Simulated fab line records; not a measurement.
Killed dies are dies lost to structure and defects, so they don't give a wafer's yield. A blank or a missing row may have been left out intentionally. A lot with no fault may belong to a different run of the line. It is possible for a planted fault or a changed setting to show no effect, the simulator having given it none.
Which tool did it? | flow ritCmos | 15 lots, 45 wafers sampled, at 2 steps of a route of 202

== WHAT THE GAUGES SHOWED, per wafer ==
RIT_ACTIVE_THK_MEAS_02. Usual: ACTIVE_OXIDE_THK typically reads 48.1 nm, with standard deviation 0.74.
lot  | measured    | on           | ACTIVE_OXIDE_THK (nm)         | flag
L785 | day 1 14:06 | filmMetro-01 | 47.5 47.5 48.0                | 
L788 | day 2 03:04 | filmMetro-01 | 49.0 48.4 48.5                | 
L789 | day 2 09:38 | filmMetro-02 | 48.5 48.2 48.4                | 
L790 | day 2 13:04 | filmMetro-01 | 48.1 47.9 47.6                | 
L791 | day 2 18:11 | filmMetro-04 | 49.5 48.9 49.1                | 
L792 | day 2 23:04 | filmMetro-02 | 47.9 48.6 48.6                | 
L793 | day 3 04:46 | filmMetro-01 | 47.8 47.9 48.1                | 
L794 | day 3 09:04 | filmMetro-01 | 48.1 48.8 48.3                | 
L795 | day 3 14:04 | filmMetro-04 | 49.0 49.2 48.2                | 
L796 | day 3 22:16 | filmMetro-01 | 76.5 75.4 76.8 76.4 75.5 76.8 | OFF
L797 | day 4 03:22 | filmMetro-04 | 77.8 77.2 78.4 77.8 77.2 78.4 | OFF
L800 | day 4 15:05 | filmMetro-04 | 47.5 48.4 47.6                | 
L801 | day 4 21:10 | filmMetro-01 | 47.9 48.0 48.1                | 
L802 | day 5 02:26 | filmMetro-02 | 47.7 49.2 48.1                | 
L805 | day 5 18:14 | filmMetro-02 | 77.1 76.3 78.0 77.2 76.3 78.0 | OFF

== WHICH TOOL RAN EACH LOT (tool, then ch and the chambers of the sampled wafers, then the start) ==
lot  | RIT_ACTIVE_OXIDATION_01
L785 | furnace-01 ch 0, day 1 12:08
L788 | furnace-03 ch 0, day 2 01:07
L789 | furnace-04 ch 0, day 2 07:41
L790 | furnace-01 ch 0, day 2 11:07
L791 | furnace-04 ch 0, day 2 16:13
L792 | furnace-04 ch 0, day 2 21:07
L793 | furnace-03 ch 0, day 3 02:50
L794 | furnace-04 ch 0, day 3 07:07
L795 | furnace-04 ch 0, day 3 12:07
L796 | furnace-03 ch 0, day 3 17:07 and furnace-04 ch 0, day 3 20:20
L797 | furnace-01 ch 0, day 3 23:11
L800 | furnace-03 ch 0, day 4 13:10
L801 | furnace-01 ch 0, day 4 19:13
L802 | furnace-04 ch 0, day 5 00:29
L805 | furnace-03 ch 0, day 5 14:07
- RIT_ACTIVE_OXIDATION_01: target thk 46.8 nm, ox time 3480 s.

== AS READ BY THE TOOLS THEMSELVES (means over the sampled wafers that have a number; for cases with no such wafer, the mark the record gives instead) ==
The record holds no such reading with a usual standard deviation.

== THE ANSWER, worked out from the rows above alone ==
Rule: take the mean of a lot's wafers that have a number; if it is more than 3 standard deviations from the usual mean, the lot is off. Also off: a lot with no number at a reading for which 4 or more lots have one. The other lots that the step has rows for count as sound. The gauges are gone through in route order, then the tools' own readings, and for those a lot's mean is taken as printed above. The first step at which some lot is off is used, and at that step the reading that is off furthest; a lot without a number counts as furthest.
Off: L796, L797, L805, at RIT_ACTIVE_THK_MEAS_02 (ACTIVE_OXIDE_THK).
If a tool, at a process step before that reading, ran all the lots that are off and no sound lot after the first of them, it fits. The gauges at RIT_ACTIVE_THK_MEAS_02 are tried like those tools. None of those tried fits.

== WHAT THE SIMULATOR PUT IN ==
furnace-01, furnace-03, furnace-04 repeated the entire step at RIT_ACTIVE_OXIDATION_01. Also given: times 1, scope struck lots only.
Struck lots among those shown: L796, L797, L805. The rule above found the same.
